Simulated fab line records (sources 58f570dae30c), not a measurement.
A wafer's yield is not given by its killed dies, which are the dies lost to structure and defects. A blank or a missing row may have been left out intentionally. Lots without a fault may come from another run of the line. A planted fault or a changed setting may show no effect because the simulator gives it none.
Chamber matching || flow berkeley-cmos170 || 4 sister chambers for UCB170_M2_ETCH_17 on rie-diel-01
The step etches BARC in N2/H2. 4 wafers are shown with their chamber, then 8 later ones without.

WAFERS PAIRED WITH THEIR CHAMBERS
{"wafer": "L648.5", "chamber": 1, "drypump-motor-current-A (A)": 5.2}
{"wafer": "L648.6", "chamber": 0, "drypump-motor-current-A (A)": 6.0}
{"wafer": "L647.6", "chamber": 3, "drypump-motor-current-A (A)": 5.7}
{"wafer": "L649.1", "chamber": 2, "drypump-motor-current-A (A)": 4.9}

WAFERS WITHOUT THEIR CHAMBER
{"wafer": "L649.2", "drypump-motor-current-A (A)": 6.0}
{"wafer": "L649.6", "drypump-motor-current-A (A)": 6.0}
{"wafer": "L653.2", "drypump-motor-current-A (A)": 4.9}
{"wafer": "L653.3", "drypump-motor-current-A (A)": 6.1}
{"wafer": "L653.4", "drypump-motor-current-A (A)": 5.2}
{"wafer": "L655.1", "drypump-motor-current-A (A)": 5.2}
{"wafer": "L655.2", "drypump-motor-current-A (A)": 5.7}
{"wafer": "L655.5", "drypump-motor-current-A (A)": 6.0}

CHAMBER TAKEN BY EACH
{"wafer": "L649.2", "from the rows above": 0, "in truth": 0}
{"wafer": "L649.6", "from the rows above": 0, "in truth": 0}
{"wafer": "L653.2", "from the rows above": 2, "in truth": 2}
{"wafer": "L653.3", "from the rows above": 0, "in truth": 0}
{"wafer": "L653.4", "from the rows above": 1, "in truth": 1}
{"wafer": "L655.1", "from the rows above": 1, "in truth": 1}
{"wafer": "L655.2", "from the rows above": 3, "in truth": 3}
{"wafer": "L655.5", "from the rows above": 0, "in truth": 0}
Correctly placed: 8 of 8. Left unplaced by these rows: 0. Placed wrongly: 0.
How it was worked out, from the rows above alone: a wafer's distance from a chamber is the root of the sum, over the readings, of the square of ((its reading less the chamber's mean) divided by the reading's scatter). If the next closest chamber is less than 2 further off than the closest, the wafer can't be placed; otherwise it belongs to the closest. The mean given for a chamber averages the wafers shown for that chamber. The scatter (one wafer shown for each chamber): square how far every hidden wafer sits from the nearest shown wafer, average those squares and take the square root.
